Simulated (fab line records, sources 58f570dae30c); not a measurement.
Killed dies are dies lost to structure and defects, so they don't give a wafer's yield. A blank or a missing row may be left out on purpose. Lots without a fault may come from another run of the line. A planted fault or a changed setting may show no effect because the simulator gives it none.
A struck lot beside a sound one | flow berkeley_cmos170 | 15 steps out of a route of 331
Sound: wafers L523.1, L523.4, L523.5. Struck: wafers L540.2, L540.3, L540.6. The cause comes at the end.
At each step with rows: each side's tool, then ch and its chambers, then its first start. Under that, the readings that differ: sound wafers | struck wafers | difference of the means | sigmas: that difference in standard deviations of wafers without a fault.
alike: readings whose means differ by less than 2 such deviations, and words and numbers that are the same on both sides. not compared: withheld readings, readings that some wafer has no value for, bounds like >300 that may hide the same value, and numbers for which the record gives no deviation and whose values overlap.
The two part at a step that has a row with sigmas, a row that says differs or no value, or rows on one side only. Numbers that don't overlap but have no deviation are shown without sigmas and don't part them. A reading that every wafer of one side lacks parts them only if that side has two wafers or more.

first, 1 step without rows for these wafers: UCB170_NWELL_OXIDATION_01 (target thk 26.4 nm, ox time 1260 s).
UCB170_NWELL_THK_MEAS_02:
  sound on film_metro-01, day 1 23:19; struck on film_metro-01, day 5 17:35
  alike: NWELL_OXIDE_THK
then, 2 steps without rows for these wafers: UCB170_NWELL_ANNEAL_03 (time 900 s); UCB170_NWELL_CVD_04 (deposits Si3N4 from SiH2Cl2/NH3, target thk 224 nm, time 3360 s).
UCB170_NWELL_THK_MEAS_05:
  sound on film_metro-01, day 2 06:45; struck on film_metro-02, day 6 00:35
  alike: NWELL_NITRIDE_THK
then, 6 steps without rows for these wafers: UCB170_NWELL_HMDS_06 (prime time 60 s); UCB170_NWELL_COAT_07 (resist thk 900 nm); UCB170_NWELL_SOFTBAKE_08 (time 60 s); UCB170_NWELL_EXPOSE_09 (exposes mask NWELL, target cd 3000 nm); UCB170_NWELL_PEB_10; UCB170_NWELL_DEVELOP_11 (develop time 45 s).
UCB170_NWELL_OVL_MEAS_12:
  sound on overlay-02, day 2 07:46; struck on overlay-01, day 6 01:29
  alike: NWELL_OVL
UCB170_NWELL_ETCH_13: etches Si3N4 in CH3F/Ar/O2, stops on SiO2, target depth 246.4 nm, time 154 s.
  sound on rie_diel-01 ch 0,2,3, day 2 07:49; struck on rie_diel-01 ch 0,1, day 6 01:31
  reading                                | sound             | struck                  | difference | sigmas
  over_etch_frac                         | 0.1 0.1 0.1       | 0.14108 0.14108 0.14108 | +0.04108   |
  model.KrF_of_NWELL_COAT_07.thk_nm (nm) | 717.7 715.9 714.1 | 722 721.1 719.9         | +5         |
  alike: CH3F_flow_sccm, drypump_motor_current_A, oes_product_au, throttle_valve_pct
  not compared: rf_hours_counter_h
then, 1 step without rows for these wafers: UCB170_NWELL_IMPLANT_14.
-- the record jumps here: 6 days lie between the struck wafers' starts before and after (it left off in module NWELL and takes up again in module M3, whose first step shown is number 331 of the route) --
UCB170_M3_PROBE_99:
  the record has rows for the struck wafers here (prober-02, day 12 03:19) and none for the sound ones

WHERE THEY PART
Only at UCB170_M3_PROBE_99, within this record.

WHY: what the simulator had put in
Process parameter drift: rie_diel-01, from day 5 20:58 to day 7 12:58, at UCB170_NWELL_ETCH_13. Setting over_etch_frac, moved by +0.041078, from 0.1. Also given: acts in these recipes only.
